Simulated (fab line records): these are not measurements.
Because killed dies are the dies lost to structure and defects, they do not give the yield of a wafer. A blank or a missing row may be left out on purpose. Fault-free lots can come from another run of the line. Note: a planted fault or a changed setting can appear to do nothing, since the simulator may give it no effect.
Which of the tools did it? -- flow berkeley-cmos170 -- 7 lots with 21 wafers sampled at 2 steps, on a route of 331 steps

## WHAT THE GAUGES READ, wafer by wafer
UCB170_PLDD_TW_MEAS_11.
lot,measured,on,PLDD_TW
L883,day 7 16:37,film-metro-01,1000 1003 1005
L885,day 8 05:20,film-metro-02,1015 1014 1011
L891,day 8 20:59,film-metro-02,1012 1013 1013
L890,day 8 21:14,film-metro-01,1002 1000 1007
L896,day 10 02:40,film-metro-02,1012 1011 1017
L899,day 10 10:28,film-metro-02,1064 1063 1069 1070 1070 1068
L904,day 11 14:22,film-metro-03,1012 1008 1002

## WHICH TOOL RAN EACH LOT (tool, then ch and the chambers of the sampled wafers, then the start)
lot,UCB170_PLDD_IMPLANT_09
L883,"implanter-03 ch 0, day 7 16:23"
L885,"implanter-03 ch 0, day 8 05:05"
L891,"implanter-01 ch 0, day 8 20:46"
L890,"implanter-03 ch 0, day 8 21:00"
L896,"implanter-02 ch 0, day 10 02:27"
L899,"implanter-02 ch 0, day 10 10:14"
L904,"implanter-01 ch 0, day 11 14:08"
- UCB170_PLDD_IMPLANT_09

## THE ANSWER, worked out from the rows above alone
Rule: the lots themselves supply what counts as usual. Put in order of their means at a reading, lots are off if they are a third of the lots or fewer, leave a main group of 4 or more, and stand apart from it by a gap of 3 or more times the standard deviation of the main group's means; of several such gaps the widest counts. A main group whose means are all the same, to the digits that the tables above print for the reading, isn't used. Also off: a lot with no number at a reading for which 4 or more lots have one. Where the step has rows for the other lots, those lots are counted as sound.
Off: L899, at UCB170_PLDD_TW_MEAS_11 (PLDD_TW). Mean 1009 and standard deviation 4.6 in the main group.
If a tool, at a process step before that reading, ran all the lots that are off and no sound lot after the first of them, it fits. Gauges at UCB170_PLDD_TW_MEAS_11: tried the same way as those tools. This does not decide it: 2 tools fit, namely implanter-02 at UCB170_PLDD_IMPLANT_09 and film-metro-02 at UCB170_PLDD_TW_MEAS_11.

## WHAT WAS PUT IN BY THE SIMULATOR
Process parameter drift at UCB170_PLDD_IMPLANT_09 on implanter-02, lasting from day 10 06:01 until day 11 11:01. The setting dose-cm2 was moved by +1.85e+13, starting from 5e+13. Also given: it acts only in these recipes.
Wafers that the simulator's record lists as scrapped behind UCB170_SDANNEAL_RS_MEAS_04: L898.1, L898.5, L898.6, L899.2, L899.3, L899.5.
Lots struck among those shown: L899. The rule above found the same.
